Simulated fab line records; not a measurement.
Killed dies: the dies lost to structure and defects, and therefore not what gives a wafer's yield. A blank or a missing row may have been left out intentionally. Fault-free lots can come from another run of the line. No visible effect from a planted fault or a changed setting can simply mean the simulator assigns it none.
fab line records | flow berkeleyCmos170
[record] lots = 6 wafers = 18 lastDay = 12
route steps=331 shown SDANNEAL@205 PSD@206 NSD@207 PLDD@208 NLDD@209 SILICIDE@210 CONTACT@216
lots untouched by any fault: they come from a run of this same line in which no faults occurred
startH: hours from the record's opening day to when the first of the lot's shown wafers began | waitH: hours elapsed since this lot's preceding step | " the same as in the row above | L1.1+2: one row covering several wafers at once | - value missing, or start not given | * or withheld: withheld | < > ~ a bound
route shown NAME@n: names a module that has steps shown in the file, with the first one's number in the route | usual: mean/standard deviation taken from wafers without a fault | same: alike in all rows | chamber/n: place in a boat | sites: each site's reading | _std_site: standard deviation of those values | _edge_site: the outer-site mean with the inner-site mean subtracted | radiusMm: for every site, how far away it sits from the centre of the wafer | mask NAME#n: copy n | behind: the most recent tool/chamber to have shaped the wafer | hold: why the lot went on hold/how many hours it stayed there/how the hold came to an end | device: which transistor (n, p or np) failed to switch | end of line: at the end of the route, the tests of the same wafers | where a step has no rows: the recipe by itself | killed: at the first sort, the dies lost to defects and structure; wafer yield is something else | map: a wafer's dies, x killed, . not, _ none there
set.NAME: the run value of the setting; set.NAME@STEP: its run value at that earlier step | model.NAME: the simulator's own value behind a step, which no gauge read
certain route steps with their lots: each step a table, each wafer a row
services: the hour from which a tool's chamber was out of use, counted from the record's first day as startH (under 0 if before that day), plus the number of hours and why
[[steps]]
[step UCB170_SDANNEAL_RTA_01]
[recipe] tempC = 1050 timeS = 5 ambient = N2
[step UCB170_SDANNEAL_RS_MEAS_02]
[recipe] thkMeasGauge = four-point-probe
[usual] PSD_RS = 75.53/0.26
// columns lot.wafer tool chamber startH waitH PSD_RS[ohm/sq]
L328.3 filmMetro-01 - 165.52 0.1 75.48
L328.4 " - " " 75.78
L328.6 " - " " 75.46
L334.1 filmMetro-02 - 198.04 0.0 75.55
L334.5 " - " " 75.77
L334.6 " - " " 75.55
L337.2 filmMetro-01 - 207.68 0.1 75.08
L337.3 " - " " 75.28
L337.5 " - " " 75.22
L342.4 filmMetro-01 - 245.16 0.1 75.79
L342.5 " - " " 75.25
L342.6 " - " " 75.40
L343.1 filmMetro-01 - 251.11 0.0 76.00
L343.2 " - " " 75.65
L343.4 " - " " 75.96
L346.1 filmMetro-01 - 259.31 0.0 76.10
L346.3 " - " " 75.52
L346.5 " - " " 75.45
[step UCB170_SDANNEAL_RS_MEAS_03]
[recipe] thkMeasGauge = four-point-probe
[usual] NSD_RS = 37.42/0.091
// columns lot.wafer tool chamber startH waitH NSD_RS[ohm/sq]
L328.3 filmMetro-01 - 165.64 0.1 37.49
L328.4 " - " " 37.42
L328.6 " - " " 37.45
L334.1 filmMetro-02 - 198.16 0.1 37.41
L334.5 " - " " 37.41
L334.6 " - " " 37.41
L337.2 filmMetro-01 - 207.80 0.1 37.55
L337.3 " - " " 37.52
L337.5 " - " " 37.44
L342.4 filmMetro-01 - 245.28 0.1 37.31
L342.5 " - " " 37.33
L342.6 " - " " 37.31
L343.1 filmMetro-01 - 251.23 0.1 37.45
L343.2 " - " " 37.52
L343.4 " - " " 37.37
L346.1 filmMetro-01 - 259.43 0.1 37.37
L346.3 " - " " 37.44
L346.5 " - " " 37.45
[step UCB170_SDANNEAL_RS_MEAS_04]
[recipe] thkMeasGauge = four-point-probe
[usual] PLDD_RS = 1031.7/2.5
// columns lot.wafer tool chamber startH waitH PLDD_RS[ohm/sq]
L328.3 filmMetro-01 - 165.76 0.1 1033.9
L328.4 " - " " 1035.7
L328.6 " - " " 1036.4
L334.1 filmMetro-02 - 198.28 0.1 1030.0
L334.5 " - " " 1032.4
L334.6 " - " " 1033.0
L337.2 filmMetro-01 - 207.92 0.1 1030.6
L337.3 " - " " 1027.7
L337.5 " - " " 1035.2
L342.4 filmMetro-01 - 245.40 0.1 1033.0
L342.5 " - " " 1029.7
L342.6 " - " " 1034.6
L343.1 filmMetro-01 - 251.35 0.1 1028.5
L343.2 " - " " 1030.7
L343.4 " - " " 1030.0
L346.1 filmMetro-01 - 259.55 0.1 1027.6
L346.3 " - " " 1031.8
L346.5 " - " " 1032.8
[step UCB170_SDANNEAL_RS_MEAS_05]
[recipe] thkMeasGauge = four-point-probe
[usual] NLDD_RS = 616.0/1.4
// columns lot.wafer tool chamber startH waitH NLDD_RS[ohm/sq]
L328.3 filmMetro-01 - 165.88 0.1 616.3
L328.4 " - " " 615.1
L328.6 " - " " 615.6
L334.1 filmMetro-02 - 198.40 0.1 615.1
L334.5 " - " " 613.7
L334.6 " - " " 614.0
L337.2 filmMetro-01 - 208.04 0.1 616.3
L337.3 " - " " 616.3
L337.5 " - " " 615.6
L342.4 filmMetro-01 - 245.52 0.1 615.0
L342.5 " - " " 614.8
L342.6 " - " " 613.8
L343.1 filmMetro-01 - 251.47 0.1 617.0
L343.2 " - " " 615.3
L343.4 " - " " 617.7
L346.1 filmMetro-01 - 259.67 0.1 615.9
L346.3 " - " " 616.4
L346.5 " - " " 615.9
[step UCB170_SILICIDE_PRE_CLEAN_00]
[recipe] gas = Ar precleanEtchTimeS = 60
[step UCB170_SILICIDE_SPUTTER_01]
[recipe] material = Ti targetThkNm = 30 timeS = 25 powerW = 1500 chamberPressurePa = 0.5
[usual] throttleValvePct = 30.4/0.99
// columns lot.wafer tool chamber startH waitH throttleValvePct
L328.3 pvdSputter-02 - 166.03 0.0 28.1
L328.4 " - " " 30.0
L328.6 " - " " 28.1
L334.1 pvdSputter-02 - 198.58 0.0 28.1
L334.5 " - " " 28.2
L334.6 " - " " 29.9
L337.2 pvdSputter-03 - 208.21 0.0 31.0
L337.3 " - " " 31.8
L337.5 " - " " 31.5
L342.4 pvdSputter-04 - 245.65 0.0 29.8
L342.5 " - " " 31.4
L342.6 " - " " 31.1
L343.1 pvdSputter-03 - 251.66 0.0 30.7
L343.2 " - " " 30.7
L343.4 " - " " 30.6
L346.1 pvdSputter-02 - 259.86 0.0 30.2
L346.3 " - " " 30.3
L346.5 " - " " 28.0
[step UCB170_SILICIDE_RS_MEAS_02]
[recipe] thkMeasGauge = four-point-probe reads = Ti_of_SILICIDE_SPUTTER_01
[usual] SILICIDE_TI_RS = 26.2/0.4
// columns lot.wafer tool chamber startH waitH SILICIDE_TI_RS[ohm/sq]
L328.3 filmMetro-03 - 166.10 0.1 26.2
L328.4 " - " " 26.6
L328.6 " - " " 26.3
L334.1 filmMetro-03 - 198.62 0.0 26.5
L334.5 " - " " 26.5
L334.6 " - " " 26.4
L337.2 filmMetro-02 - 208.26 0.0 25.9
L337.3 " - " " 25.8
L337.5 " - " " 25.5
L342.4 filmMetro-03 - 245.74 0.1 25.8
L342.5 " - " " 25.6
L342.6 " - " " 26.1
L343.1 filmMetro-03 - 251.69 0.0 26.5
L343.2 " - " " 25.9
L343.4 " - " " 26.4
L346.1 filmMetro-02 - 259.89 0.0 25.7
L346.3 " - " " 25.6
L346.5 " - " " 25.6
[step UCB170_SILICIDE_THK_MEAS_03]
[recipe] thkMeasGauge = xrf reads = Ti_of_SILICIDE_SPUTTER_01
[usual] SILICIDE_TI_THK = 29.9/0.44
// columns lot.wafer tool chamber startH waitH SILICIDE_TI_THK[nm]
L328.3 filmMetro-03 - 166.20 0.1 29.8
L328.4 " - " " 29.4
L328.6 " - " " 29.7
L334.1 filmMetro-03 - 198.74 0.1 29.6
L334.5 " - " " 29.4
L334.6 " - " " 29.6
L337.2 filmMetro-02 - 208.37 0.1 30.3
L337.3 " - " " 30.4
L337.5 " - " " 30.8
L342.4 filmMetro-03 - 245.83 0.1 30.0
L342.5 " - " " 30.4
L342.6 " - " " 29.9
L343.1 filmMetro-03 - 251.81 0.1 29.5
L343.2 " - " " 30.0
L343.4 " - " " 29.5
L346.1 filmMetro-02 - 260.01 0.1 30.6
L346.3 " - " " 30.9
L346.5 " - " " 30.8
[step UCB170_SILICIDE_RTA_04]
[recipe] tempC = 650 timeS = 15 ambient = N2
[step UCB170_SILICIDE_WET_ETCH_05]
[recipe] chemistry = SPM timeS = 45 tempC = 120 target = Ti
[step UCB170_CONTACT_CLEAN_00]
[recipe] chemistry = SPM tempC = 120 timeS = 600
[step UCB170_CONTACT_CVD_01]
[recipe] material = PSG targetThkNm = 700 tempC = 450 precursor = SiH4/O2/PH3 timeS = 2820 pressureMtorr = 300 sih4FlowSccm = 60 o2FlowSccm = 90 ph3FlowSccm = 25
[usual] pressureMtorr = 300.0/0.55 sih4FlowSccm = 60.04/0.18
// columns lot.wafer tool chamber startH waitH pressureMtorr sih4FlowSccm model.PSG_of_CONTACT_CVD_01.thkNm
L328.3 lpcvd-02 0 166.51 0.0 299.6 59.98 701.9
L328.4 " 0 " " 299.0 60.17 702.2
L328.6 " 0 " " 299.9 60.15 702.4
L334.1 lpcvd-01 1 200.59 1.0 299.7 60.10 699.6
L334.5 " 1 " " 300.5 60.26 695.6
L334.6 " 1 " " 299.6 59.92 697.8
L337.2 lpcvd-02 1 210.14 1.2 300.0 60.08 696.8
L337.3 " 1 " " 299.6 60.14 701.7
L337.5 " 1 " " 300.1 60.11 703.5
L342.4 lpcvd-01 0 246.16 0.0 450.0 59.94 859.4
L342.5 " 0 " " 450.3 59.91 859.5
L342.6 " 0 " " 450.6 60.07 867.3
L343.1 lpcvd-01 1 252.14 0.0 450.5 60.15 864.5
L343.2 " 1 " " 450.2 60.23 862.1
L343.4 " 1 " " 450.8 60.10 859.2
L346.1 lpcvd-02 1 260.34 0.0 300.2 60.02 712.3
L346.3 " 1 " " 300.8 59.81 709.9
L346.5 " 1 " " 300.1 59.87 708.7
[step UCB170_CONTACT_THK_MEAS_02]
[recipe] reads = PSG_of_CONTACT_CVD_01
[usual] CONTACT_PSG_THK = 699/6.5
// columns lot.wafer tool chamber startH waitH CONTACT_PSG_THK[nm]
L328.3 filmMetro-04 - 168.32 0.0 702
L328.4 " - " " 702
L328.6 " - " " 702
L334.1 filmMetro-01 - 202.37 0.0 699
L334.5 " - " " 696
L334.6 " - " " 697
L337.2 filmMetro-01 - 211.93 0.0 696
L337.3 " - " " 702
L337.5 " - " " 704
L342.4 filmMetro-01 - 247.98 0.0 859
L342.5 " - " " 859
L342.6 " - " " 867
L343.1 filmMetro-03 - 253.92 0.0 865
L343.2 " - " " 862
L343.4 " - " " 859
L346.1 filmMetro-03 - 262.13 0.0 712
L346.3 " - " " 709
L346.5 " - " " 709
[step UCB170_CONTACT_HMDS_03]
[recipe] primeTimeS = 60 primeTempC = 100
[step UCB170_CONTACT_COAT_04]
[recipe] resist = KrF spinRpm = 1500 resistThkNm = 900
[step UCB170_CONTACT_SOFTBAKE_05]
[recipe] resist = KrF tempC = 130 timeS = 60
[step UCB170_CONTACT_STRIP_06]
[recipe] chemistry = O2 powerW = 400 pressureMtorr = 3500 platenTempC = withheld o2FlowSccm = 400 overashFraction = 0.5
[usual] drypumpMotorCurrentA = 5.7/0.43 oesProductAu = 0.734/0.0043 stripTimeToEndpointS = 21.95/0.064
// columns lot.wafer tool chamber startH waitH drypumpMotorCurrentA oesProductAu rfHoursCounterH stripTimeToEndpointS
L328.3 plasmaAsher-03 0 168.84 0.1 5.6 0.733 - 21.96
L328.4 " 1 " " 6.1 0.732 - 21.96
L328.6 " 1 " " 6.0 0.728 - 21.99
L334.1 plasmaAsher-04 1 202.88 0.1 6.3 0.736 41 21.93
L334.5 " 0 " " 5.1 0.736 - 22.00
L334.6 " 1 " " 6.3 0.731 - 21.97
L337.2 plasmaAsher-01 0 212.44 0.1 5.6 0.738 10 22.05
L337.3 " 1 " " 5.1 0.735 - 21.99
L337.5 " 1 " " 5.1 0.736 - 22.05
L342.4 plasmaAsher-04 1 248.49 0.1 6.4 0.732 - 21.97
L342.5 " 0 " " 5.1 0.736 - 22.02
L342.6 " 1 " " 6.3 0.729 - 22.04
L343.1 plasmaAsher-03 0 254.43 0.1 5.6 0.739 58 21.80
L343.2 " 1 " " 6.0 0.736 58 21.82
L343.4 " 0 " " 5.6 0.737 - 21.79
L346.1 plasmaAsher-01 0 262.90 0.1 5.6 0.735 15 21.97
L346.3 " 0 " " 5.6 0.737 - 21.96
L346.5 " 0 " " 5.6 0.741 - 22.00
[step UCB170_CONTACT_CLEAN_07]
[recipe] chemistry = SPM tempC = 120 timeS = 600
[step UCB170_CONTACT_RTA_08]
[recipe] tempC = 900 timeS = 10 ambient = N2
[usual] lampPowerPct = 24.0/0.59 wafer_temp_C_max = 903.4/1.2
// columns lot.wafer tool chamber startH waitH lampPowerPct wafer_temp_C_max
L328.3 rtpAnneal-01 0 169.10 0.0 24.6 900.9
L328.4 " 0 " " 24.6 902.1
L328.6 " 0 " " 24.5 901.9
L334.1 rtpAnneal-01 0 203.16 0.0 24.6 903.0
L334.5 " 0 " " 24.6 903.2
L334.6 " 0 " " 24.6 901.9
L337.2 rtpAnneal-01 0 212.73 0.0 24.6 902.4
L337.3 " 0 " " 24.6 901.6
L337.5 " 0 " " 24.6 902.6
L342.4 rtpAnneal-01 0 250.16 0.0 24.6 901.9
L342.5 " 0 " " 24.6 901.9
L342.6 " 0 " " 24.6 902.3
L343.1 rtpAnneal-02 0 255.40 0.0 23.4 903.5
L343.2 " 0 " " 23.4 905.3
L343.4 " 0 " " 23.4 902.5
L346.1 rtpAnneal-01 0 263.17 0.0 24.5 901.9
L346.3 " 0 " " 24.6 901.8
L346.5 " 0 " " 24.6 902.4
[step UCB170_CONTACT_COAT_09]
[recipe] resist = BARC tempC = withheld timeS = withheld spinRpm = 3000 resistThkNm = withheld
[step UCB170_CONTACT_COAT_10]
[recipe] resist = KrF spinRpm = 1500 resistThkNm = 900
[step UCB170_CONTACT_SOFTBAKE_11]
[recipe] resist = KrF tempC = 130 timeS = 57.77
[step UCB170_CONTACT_EXPOSE_12]
[recipe] maskId = CONT targetCdNm = 700 na = 0.5 sigmaOuter = 0.6 sourceShape = conventional doseMj = 35
[step UCB170_CONTACT_PEB_13]
[recipe] pebTempC = 130 pebTimeS = withheld resist = KrF
[step UCB170_CONTACT_DEVELOP_14]
[recipe] developer = TMAH developTimeS = 45 resist = KrF devTempC = 21
[step UCB170_CONTACT_CD_MEAS_15]
[recipe] targetCdNm = 700
[usual] cdNm = 700.3/1.4
// columns lot.wafer tool chamber startH waitH cdNm
L328.3 cdSem-01 - 170.29 - 702.6
L328.4 " - " " 701.5
L328.6 " - " " 703.2
L334.1 cdSem-01 - 204.59 - 700.9
L334.5 " - " " 702.0
L334.6 " - " " 702.0
L337.2 cdSem-01 - 213.64 - 699.2
L337.3 " - " " 698.9
L337.5 " - " " 699.8
L342.4 cdSem-02 - 251.22 - 699.0
L342.5 " - " " 700.3
L342.6 " - " " 700.5
L343.1 cdSem-01 - 256.64 - 700.0
L343.2 " - " " 700.7
L343.4 " - " " 700.6
L346.1 cdSem-02 - 264.21 - 701.6
L346.3 " - " " 701.3
L346.5 " - " " 699.8
[step UCB170_CONTACT_OVL_MEAS_16]
[usual] CONTACT_OVL = -2/4.9
// columns lot.wafer tool chamber startH waitH CONTACT_OVL[nm]
L328.3 overlay-01 - 170.38 0.1 -5
L328.4 " - " " -5
L328.6 " - " " 1
L334.1 overlay-02 - 204.71 0.1 -6
L334.5 " - " " -4
L334.6 " - " " -5
L337.2 overlay-02 - 213.75 0.1 -4
L337.3 " - " " 1
L337.5 " - " " -5
L342.4 overlay-01 - 251.30 0.1 -1
L342.5 " - " " 0
L342.6 " - " " 4
L343.1 overlay-02 - 256.76 0.1 1
L343.2 " - " " -2
L343.4 " - " " 1
L346.1 overlay-01 - 264.33 0.1 -9
L346.3 " - " " -6
L346.5 " - " " -8
[step UCB170_CONTACT_ETCH_17]
[recipe] chemistry = N2/H2 targetDepthA = withheld overetchA = withheld target = BARC timeS = withheld sourceW = 500 biasW = 100 pressureMtorr = 30 n2FlowSccm = 100 h2FlowSccm = 200
[usual] drypumpMotorCurrentA = 5.8/0.46 oesProductAu = 1.008/0.024 throttleValvePct = 13.35/0.19
// columns lot.wafer tool chamber startH waitH drypumpMotorCurrentA oesProductAu throttleValvePct
L328.3 rieDiel-03 2 170.40 0.0 5.5 1.003 13.39
L328.4 " 1 " " 6.2 1.029 13.57
L328.6 " 3 " " 5.8 0.978 13.38
L334.1 rieDiel-04 3 204.74 0.0 4.8 1.024 13.50
L334.5 " 0 " " 5.5 1.024 13.30
L334.6 " 3 " " 4.8 1.020 13.50
L337.2 rieDiel-04 0 213.78 0.0 5.5 1.009 13.29
L337.3 " 2 " " 5.8 1.055 13.22
L337.5 " 2 " " 5.8 1.047 13.23
L342.4 rieDiel-03 1 251.32 0.0 6.2 1.037 13.58
L342.5 " 0 " " 6.6 1.001 13.44
L342.6 " 1 " " 6.2 1.026 13.59
L343.1 rieDiel-02 3 256.80 0.0 5.7 1.007 13.35
L343.2 " 2 " " 5.5 0.987 13.39
L343.4 " 1 " " 6.1 0.966 13.66
L346.1 rieDiel-02 3 264.36 0.0 5.6 0.999 13.34
L346.3 " 2 " " 5.4 0.995 13.37
L346.5 " 2 " " 5.4 0.995 13.39
[step UCB170_CONTACT_ETCH_18]
[recipe] chemistry = CHF3/CF4/Ar target = PSG stopOn = TiSi2 CHF3_flow_sccm = 45 cf4FlowSccm = 15 Ar_flow_sccm = 150 pressureMtorr = 200 rfW = 700 targetDepthA = 8400 overEtchFrac = 0.2 timeS = 195
[usual] drypumpMotorCurrentA = 5.8/0.46 oesProductAu = 0.897/0.015 throttleValvePct = 6.95/0.11
// columns lot.wafer tool chamber startH waitH drypumpMotorCurrentA oesProductAu rfHoursCounterH throttleValvePct model.etch.depthNm model.CONTACT.featureDepthNm
L328.3 rieDiel-03 2 - - 5.5 0.896 136 6.96 701.9 701.9
L328.4 " 1 " " 6.2 0.930 13 7.13 702.2 702.2
L328.6 " 3 " " 5.8 0.880 - 6.92 702.4 702.4
L334.1 rieDiel-04 3 - - 4.8 0.912 147 6.94 699.6 699.6
L334.5 " 0 " " 5.5 0.900 - 7.00 695.6 695.6
L334.6 " 3 " " 4.8 0.908 - 6.93 697.8 697.8
L337.2 rieDiel-04 0 - - 5.4 0.904 18 7.01 696.8 696.8
L337.3 " 2 " " 5.7 0.909 14 6.86 701.7 701.7
L337.5 " 2 " " 5.8 0.914 - 6.88 703.5 703.5
L342.4 rieDiel-03 1 - - 6.2 1.024 16 7.13 850.7 850.7
L342.5 " 0 " " 6.5 0.991 - 7.00 857.7 857.7
L342.6 " 1 " " 6.2 1.035 - 7.15 852.7 852.7
L343.1 rieDiel-02 3 - - 5.6 0.991 66 6.95 839.1 839.1
L343.2 " 2 " " 5.5 0.990 19 7.04 841 841
L343.4 " 1 " " 6.1 0.961 10 7.09 832.9 832.9
L346.1 rieDiel-02 3 - - 5.6 0.907 66 6.95 712.3 712.3
L346.3 " 2 " " 5.4 0.898 19 7.02 709.9 709.9
L346.5 " 2 " " 5.4 0.906 - 7.02 708.7 708.7
[step UCB170_CONTACT_STRIP_19]
[recipe] chemistry = O2 powerW = 400 pressureMtorr = 3500 platenTempC = withheld o2FlowSccm = 400 overashFraction = 0.5
[usual] drypumpMotorCurrentA = 5.7/0.45 oesProductAu = 0.725/0.0046
// columns lot.wafer tool chamber startH waitH drypumpMotorCurrentA oesProductAu rfHoursCounterH
L328.3 plasmaAsher-01 1 170.60 - 5.1 0.732 -
L328.4 " 0 " " 5.6 0.726 -
L328.6 " 1 " " 5.1 0.730 -
L334.1 plasmaAsher-01 1 204.91 - 5.1 0.725 9
L334.5 " 1 " " 5.1 0.728 -
L334.6 " 0 " " 5.6 0.727 -
L337.2 plasmaAsher-01 1 213.95 - 5.1 0.736 10
L337.3 " 1 " " 5.1 0.727 -
L337.5 " 1 " " 5.1 0.724 -
L342.4 plasmaAsher-04 0 251.52 - 5.1 0.720 -
L342.5 " 0 " " 5.1 0.728 -
L342.6 " 1 " " 6.3 0.726 -
L343.1 plasmaAsher-04 0 256.97 - 5.1 0.727 47
L343.2 " 1 " " 6.3 0.728 47
L343.4 " 0 " " 5.1 0.721 -
L346.1 plasmaAsher-04 1 264.53 - 6.4 0.723 48
L346.3 " 1 " " 6.3 0.724 -
L346.5 " 1 " " 6.3 0.718 -
[[services]]
// columns tool chamber startH hours kind
rieDiel-03 - 145.04 0.3 repair
plasmaAsher-01 - 145.96 1.3 repair
lpcvd-02 - 157.73 2.8 pm
pvdSputter-03 - 165.25 4.1 repair
rieDiel-02 - 165.63 15.6 pm
rieDiel-04 - 170.36 1.6 repair
plasmaAsher-03 - 179.76 2.8 pm
lpcvd-02 - 195.50 1.6 repair
rieDiel-04 3 207.67 - clean
rieDiel-04 3 207.67 22.4 scheduledDown
rieDiel-04 3 207.67 22.4 ventCycle
plasmaAsher-01 - 224.92 3.4 repair
rieDiel-04 - 234.14 0.5 repair
rtpAnneal-01 - 238.84 5.1 pm
plasmaAsher-03 - 238.95 1.1 repair
plasmaAsher-04 - 239.77 2.8 pm
rieDiel-03 2 252.10 - clean
rieDiel-03 2 252.10 11.3 scheduledDown
rieDiel-03 2 252.10 11.3 ventCycle
plasmaAsher-03 - 259.13 2.4 repair
[[key]]
[firstSign] step = UCB170_CONTACT_CVD_01 reading = pressureMtorr direction = up sigmas = 99+ usual = 300.0 struck = 450.4
[effect] step = UCB170_CONTACT_THK_MEAS_02 reading = CONTACT_PSG_THK direction = up sigmas = 25 usual = 699 struck = 862
[effect] step = UCB170_CONTACT_ETCH_18 reading = oesProductAu direction = up sigmas = 6.8 usual = 0.897 struck = 0.999
[modelEffect] step = UCB170_CONTACT_CVD_01 value = PSG_of_CONTACT_CVD_01.thkNm without = 704.7 struck = 862
[modelEffect] step = UCB170_CONTACT_ETCH_18 value = etch.depthNm without = 704.7 struck = 845.7
metAt UCB170_CONTACT_CVD_01
struckWafers L342.4,L342.5,L342.6,L343.1,L343.2,L343.4
rowsEnd L342.4,L342.6
laterRowsLeftOut L342.5,L343.1,L343.2,L343.4
sortLeftOut L342.5,L343.1,L343.2,L343.4
testerLeftOut L342,L343
onsetBetween 200.59 246.16
[fault] kind = processParameterDrift tool = lpcvd-01 chamber = - onsetH = 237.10 steps = UCB170_CONTACT_CVD_01 channel = pressureMtorr offset = 150 shape = step endH = 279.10 actsIn = theseRecipesOnly stated = 300
// testerLeftOut: of these lots the tester's yield and bins aren't shown, on N5 and GAA mostly nor the transistor test; their killed dies are dies lost to structure and defects alone, not to doping, threshold or leakage, so they don't give the yield
// sortLeftOut: the simulated sort isn't trusted on such a fault, so these wafers' sort isn't shown, and their yield isn't known
// laterRowsLeftOut: the simulator's readings of these wafers behind a module that went badly wrong aren't trusted and aren't shown, but for the sort
// rowsEnd: these wafers met a further fault down the route, and their rows from its step on are left out
